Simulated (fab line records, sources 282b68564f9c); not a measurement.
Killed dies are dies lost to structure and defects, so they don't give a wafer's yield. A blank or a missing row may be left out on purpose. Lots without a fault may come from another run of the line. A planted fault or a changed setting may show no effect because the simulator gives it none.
One fault seen from 2 desks | flow rit_cmos | each desk has only its own numbers; what lay behind them comes last

THE METROLOGY DESK
What the gauges read, lot by lot, whatever tool the lot ran on: means of the sampled wafers that have a number. A lot is out of limits, marked OUT, if its mean lies more than 4 standard deviations from the usual mean; the brackets give that distance.
Columns: A = SPACER_NITRIDE_THK at RIT_SPACER_THK_MEAS_04, usual 249.5 nm; B = SILICIDE_TI_RS at RIT_SILICIDE_RS_MEAS_02, usual 47.7 ohm/sq; C = cd_nm at RIT_CONTACT_CD_MEAS_90, usual 998.8 nm
lot  | first seen here | A               | B    | C
L854 | day 3 07:04     | 249.7           | 48.3 | 1001.6
L855 | day 3 07:56     | 251.3           | 47.2 | 996.7
L859 | day 4 00:55     | 251.1           | 47.8 | 998.1
L860 | day 4 04:34     | 210.8 (-18) OUT | 47.6 | 996.1
L862 | day 4 14:14     | 214.0 (-17) OUT | 48.0 | 998.2
L863 | day 4 18:11     | 211.0 (-18) OUT | 48.9 | 1000.9
L866 | day 5 09:37     | 249.2           | 48.3 | 998.4
L867 | day 5 14:28     | 250.1           | 47.6 | 997.3
L869 | day 6 01:14     | 253.0           | 49.0 | 996.9
L870 | day 6 06:02     | 250.6           | 47.0 | 999.1
L872 | day 6 15:56     | 249.0           | 46.9 | 997.8
L873 | day 6 21:00     | 247.4           | 47.4 | 998.3
L874 | day 7 01:22     | 249.9           | 47.0 | 1000.6
L875 | day 7 07:30     | 249.4           | 47.2 | 999.6
L876 | day 7 11:29     | 250.6           | 47.8 | 995.6
This desk's finding: out of limits on L860, L862, L863; first on L860, day 4 04:34 (SPACER_NITRIDE_THK at RIT_SPACER_THK_MEAS_04). In limits: L854, L855, L859, L866, L867, L869, L870, L872, L873, L874, L875, L876.

THE TOOL OWNER'S DESK: lpcvd-02
The tool's own readings at RIT_SPACER_CVD_03 (deposits Si3N4 from SiH2Cl2/NH3, target thk 250 nm, time 3300 s): means of the sampled wafers that have a number, for each lot that ran on this tool. A lot is out of limits, marked OUT, if its mean lies more than 4 standard deviations from the usual mean; the brackets give that distance.
Columns: A = spike_tc_source_C at RIT_SPACER_CVD_03, usual 834.0 C
lot  | first seen here | A
L855 | day 3 06:02     | 837.4
L860 | day 4 02:38     | 836.1
L862 | day 4 12:17     | 837.7
L863 | day 4 16:16     | 836.9
L867 | day 5 12:32     | 830.2
L870 | day 6 04:06     | 830.3
L872 | day 6 14:02     | 831.0
L875 | day 7 05:35     | 831.0
L876 | day 7 09:34     | 830.4
This desk's finding: nothing out of limits on any of the 9 lots.

PUT TOGETHER
The metrology desk could have raised an alarm at day 4 04:34, on L860, L862, L863.
The tool owner's desk saw nothing out of limits.
The tool owner's desk has L860, L862, L863 on record, within its limits.
Of the lots named, all ran RIT_SPACER_CVD_03 on lpcvd-02.

WHAT THE SIMULATOR HAD PUT IN
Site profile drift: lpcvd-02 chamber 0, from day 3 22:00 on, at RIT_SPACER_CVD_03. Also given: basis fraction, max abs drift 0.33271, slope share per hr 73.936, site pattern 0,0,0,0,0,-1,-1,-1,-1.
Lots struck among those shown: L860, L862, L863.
Hours from the fault's start to each desk's first reading out of limits: the metrology desk, 7.
